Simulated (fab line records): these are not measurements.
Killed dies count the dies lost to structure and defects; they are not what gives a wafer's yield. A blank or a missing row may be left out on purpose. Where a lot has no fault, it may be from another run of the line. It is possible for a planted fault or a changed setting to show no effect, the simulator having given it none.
What tool caused it? / flow ritCmos / Sampling: 14 lots, 42 wafers, 2 of 202 route steps

WHAT EACH GAUGE READ, for each wafer
The record holds no reading of a measuring or inspecting step that can be judged against a usual standard deviation.

TOOL THAT RAN EACH LOT (tool first, then ch and the chambers of the sampled wafers, then the start)
lot=L158; RIT_GATE_ETCH_19=rieSi-02 ch 0,1,3, day 2 19:11; RIT_M1_PROBE_99=prober-02, day 3 15:27
lot=L160; RIT_GATE_ETCH_19=rieSi-02 ch 0,2, day 3 00:53; RIT_M1_PROBE_99=prober-02, day 4 01:41
lot=L161; RIT_GATE_ETCH_19=rieSi-01 ch 1,3, day 3 10:28; RIT_M1_PROBE_99=prober-01, day 4 08:15
lot=L163; RIT_GATE_ETCH_19=rieSi-01 ch 1,3, day 3 17:37; RIT_M1_PROBE_99=prober-01, day 4 16:02
lot=L165; RIT_GATE_ETCH_19=rieSi-01 ch 0,1,3, day 4 06:13; RIT_M1_PROBE_99=prober-01, day 5 03:18
lot=L166; RIT_GATE_ETCH_19=rieSi-02 ch 0,1, day 4 07:15; RIT_M1_PROBE_99=prober-02, day 5 04:54
lot=L167; RIT_GATE_ETCH_19=rieSi-01 ch 0,1,2, day 4 14:19; RIT_M1_PROBE_99=prober-01, day 5 11:08
lot=L168; RIT_GATE_ETCH_19=rieSi-02 ch 2,3, day 4 22:35; RIT_M1_PROBE_99=prober-02, day 5 19:23
lot=L169; RIT_GATE_ETCH_19=rieSi-01 ch 1,3, day 5 00:38; RIT_M1_PROBE_99=prober-01, day 5 22:11
lot=L171; RIT_GATE_ETCH_19=rieSi-01 ch 0,1,2, day 5 10:54; RIT_M1_PROBE_99=prober-01, day 6 07:32
lot=L173; RIT_GATE_ETCH_19=rieSi-01 ch 0,2,3, day 6 00:23; RIT_M1_PROBE_99=prober-01, day 6 22:10
lot=L174; RIT_GATE_ETCH_19=rieSi-02 ch 0,1, day 6 04:52; RIT_M1_PROBE_99=prober-02, day 7 00:38
lot=L178; RIT_GATE_ETCH_19=rieSi-02 ch 2,3, day 7 07:48; RIT_M1_PROBE_99=prober-02, day 8 09:19
lot=L180; RIT_GATE_ETCH_19=rieSi-02 ch 0,3, day 7 12:37; RIT_M1_PROBE_99=prober-02, day 8 12:19
- RIT_GATE_ETCH_19: etches poly-Si in SF6/CHF3/O2, stops on SiO2, time 165 s, target depth 312.5 nm.
- RIT_M1_PROBE_99

AS READ BY THE TOOLS THEMSELVES (means over the sampled wafers that have a number; for cases with no such wafer, the mark the record gives instead)
RIT_GATE_ETCH_19. Usual: CHF3_flow_sccm 29.99 sccm, standard deviation 0.092; drypumpMotorCurrentA 5.50 A, standard deviation 0.23; oesProductAu 0.844 a.u., standard deviation 0.015; runLengthS 193.1 s, standard deviation 0.49; throttleValvePct 10.29 %, standard deviation 0.17.
lot=L158; tool=rieSi-02; CHF3_flow_sccm (sccm)=30.03; drypumpMotorCurrentA (A)=5.36; oesProductAu (a.u.)=0.830; runLengthS (s)=193.3; throttleValvePct (%)=10.29; flag=
lot=L160; tool=rieSi-02; CHF3_flow_sccm (sccm)=29.96; drypumpMotorCurrentA (A)=5.25; oesProductAu (a.u.)=0.828; runLengthS (s)=193.4; throttleValvePct (%)=10.29; flag=
lot=L161; tool=rieSi-01; CHF3_flow_sccm (sccm)=30.07; drypumpMotorCurrentA (A)=5.75; oesProductAu (a.u.)=0.852; runLengthS (s)=193.1; throttleValvePct (%)=10.11; flag=
lot=L163; tool=rieSi-01; CHF3_flow_sccm (sccm)=30.04; drypumpMotorCurrentA (A)=5.74; oesProductAu (a.u.)=0.868; runLengthS (s)=193.2; throttleValvePct (%)=10.27; flag=
lot=L165; tool=rieSi-01; CHF3_flow_sccm (sccm)=30.04; drypumpMotorCurrentA (A)=5.59; oesProductAu (a.u.)=0.851; runLengthS (s)=193.4; throttleValvePct (%)=10.25; flag=
lot=L166; tool=rieSi-02; CHF3_flow_sccm (sccm)=29.91; drypumpMotorCurrentA (A)=5.26; oesProductAu (a.u.)=0.834; runLengthS (s)=193.5; throttleValvePct (%)=10.24; flag=
lot=L167; tool=rieSi-01; CHF3_flow_sccm (sccm)=30.06; drypumpMotorCurrentA (A)=5.56; oesProductAu (a.u.)=0.858; runLengthS (s)=193.2; throttleValvePct (%)=10.41; flag=
lot=L168; tool=rieSi-02; CHF3_flow_sccm (sccm)=29.96; drypumpMotorCurrentA (A)=5.62; oesProductAu (a.u.)=0.841; runLengthS (s)=192.7; throttleValvePct (%)=10.39; flag=
lot=L169; tool=rieSi-01; CHF3_flow_sccm (sccm)=29.98; drypumpMotorCurrentA (A)=5.72; oesProductAu (a.u.)=0.860; runLengthS (s)=193.2; throttleValvePct (%)=10.11; flag=
lot=L171; tool=rieSi-01; CHF3_flow_sccm (sccm)=30.01; drypumpMotorCurrentA (A)=5.55; oesProductAu (a.u.)=0.993; runLengthS (s)=151.7; throttleValvePct (%)=10.41; flag=OFF
lot=L173; tool=rieSi-01; CHF3_flow_sccm (sccm)=29.99; drypumpMotorCurrentA (A)=5.56; oesProductAu (a.u.)=0.978; runLengthS (s)=152.0; throttleValvePct (%)=10.25; flag=OFF
lot=L174; tool=rieSi-02; CHF3_flow_sccm (sccm)=30.00; drypumpMotorCurrentA (A)=5.17; oesProductAu (a.u.)=0.841; runLengthS (s)=193.8; throttleValvePct (%)=10.24; flag=
lot=L178; tool=rieSi-02; CHF3_flow_sccm (sccm)=29.96; drypumpMotorCurrentA (A)=5.60; oesProductAu (a.u.)=0.828; runLengthS (s)=192.8; throttleValvePct (%)=10.40; flag=
lot=L180; tool=rieSi-02; CHF3_flow_sccm (sccm)=29.94; drypumpMotorCurrentA (A)=5.44; oesProductAu (a.u.)=0.834; runLengthS (s)=193.1; throttleValvePct (%)=10.34; flag=

RIT_M1_PROBE_99. Usual: for killed_at_M0_to_M3, 0.0 with a standard deviation of 0.23; for killedAtContacts, 0.1 with a standard deviation of 0.23; for killedAtFrontEnd, 7 with a standard deviation of 3; for killedDies, 7 with a standard deviation of 3; for killedOnRim, 2.0 with a standard deviation of 1.2; for killedOpen, 3.3 with a standard deviation of 2.1; for killedShort, 3.7 with a standard deviation of 1.9.
lot=L158 tool=prober-02 killed_at_M0_to_M3=0.0 killedAtContacts=0.0 killedAtFrontEnd=7 killedDies=7 killedOnRim=2.7 killedOpen=2.3 killedShort=4.7 flag=
lot=L160 tool=prober-02 killed_at_M0_to_M3=0.0 killedAtContacts=0.0 killedAtFrontEnd=10 killedDies=10 killedOnRim=3.3 killedOpen=4.0 killedShort=5.7 flag=
lot=L161 tool=prober-01 killed_at_M0_to_M3=0.0 killedAtContacts=0.7 killedAtFrontEnd=4 killedDies=5 killedOnRim=2.3 killedOpen=2.3 killedShort=2.0 flag=
lot=L163 tool=prober-01 killed_at_M0_to_M3=0.0 killedAtContacts=0.3 killedAtFrontEnd=4 killedDies=5 killedOnRim=1.0 killedOpen=1.3 killedShort=3.3 flag=
lot=L165 tool=prober-01 killed_at_M0_to_M3=0.0 killedAtContacts=0.0 killedAtFrontEnd=8 killedDies=8 killedOnRim=3.0 killedOpen=4.3 killedShort=3.3 flag=
lot=L166 tool=prober-02 killed_at_M0_to_M3=0.0 killedAtContacts=0.0 killedAtFrontEnd=7 killedDies=7 killedOnRim=2.7 killedOpen=3.0 killedShort=3.7 flag=
lot=L167 tool=prober-01 killed_at_M0_to_M3=0.0 killedAtContacts=0.0 killedAtFrontEnd=9 killedDies=9 killedOnRim=1.7 killedOpen=6.0 killedShort=3.3 flag=
lot=L168 tool=prober-02 killed_at_M0_to_M3=0.0 killedAtContacts=0.0 killedAtFrontEnd=9 killedDies=9 killedOnRim=1.7 killedOpen=5.7 killedShort=3.3 flag=
lot=L169 tool=prober-01 killed_at_M0_to_M3=0.3 killedAtContacts=0.0 killedAtFrontEnd=4 killedDies=5 killedOnRim=2.3 killedOpen=2.3 killedShort=2.3 flag=
lot=L171 tool=prober-01 killed_at_M0_to_M3=0.0 killedAtContacts=0.0 killedAtFrontEnd=264 killedDies=264 killedOnRim=70.0 killedOpen=3.0 killedShort=4.3 flag=OFF
lot=L173 tool=prober-01 killed_at_M0_to_M3=0.0 killedAtContacts=0.0 killedAtFrontEnd=262 killedDies=262 killedOnRim=69.7 killedOpen=3.7 killedShort=3.0 flag=OFF
lot=L174 tool=prober-02 killed_at_M0_to_M3=0.0 killedAtContacts=0.0 killedAtFrontEnd=4 killedDies=4 killedOnRim=1.0 killedOpen=2.7 killedShort=1.3 flag=
lot=L178 tool=prober-02 killed_at_M0_to_M3=0.0 killedAtContacts=0.0 killedAtFrontEnd=10 killedDies=10 killedOnRim=4.3 killedOpen=4.7 killedShort=5.0 flag=
lot=L180 tool=prober-02 killed_at_M0_to_M3=0.7 killedAtContacts=0.0 killedAtFrontEnd=8 killedDies=8 killedOnRim=2.3 killedOpen=2.7 killedShort=5.7 flag=OFF

THE ANSWER, worked out from the rows above alone
Rule: a lot is off if the mean of its wafers that have a number lies more than 3 standard deviations from the usual mean. Also off: a lot with no number at a reading for which 4 or more lots have one. Where the step has rows for the other lots, those lots are counted as sound. The gauges are gone through in route order, then the tools' own readings, and for those a lot's mean is taken as printed above. The first step at which some lot is off is used, and at that step the reading that is off furthest; a lot without a number counts as furthest.
Off: L171, L173, at RIT_GATE_ETCH_19 (runLengthS).
If a tool, at that step or one of the process steps before it, ran each lot that is off and ran no sound lot following the first of them, it fits. One fits: RIT_GATE_ETCH_19 on rieSi-01. A fault onset in the window from L169 (day 5 00:38, its last sound lot) to L171 (day 5 10:54, its first lot off) fits.
The tool's own readings at RIT_GATE_ETCH_19 bear it out: on the lots that are off they differ by more than 5 times the standard deviation of the sound lots' means. oesProductAu reads 0.986 a.u. there against 0.844 a.u. on the sound lots; runLengthS reads 151.8 s there against 193.2 s on the sound lots.

WHAT THE SIMULATOR PUT IN
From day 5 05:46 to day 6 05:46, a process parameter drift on rieSi-01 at RIT_GATE_ETCH_19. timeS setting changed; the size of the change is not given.
Struck lots among those shown: L171, L173. This agrees with what the rule above found.
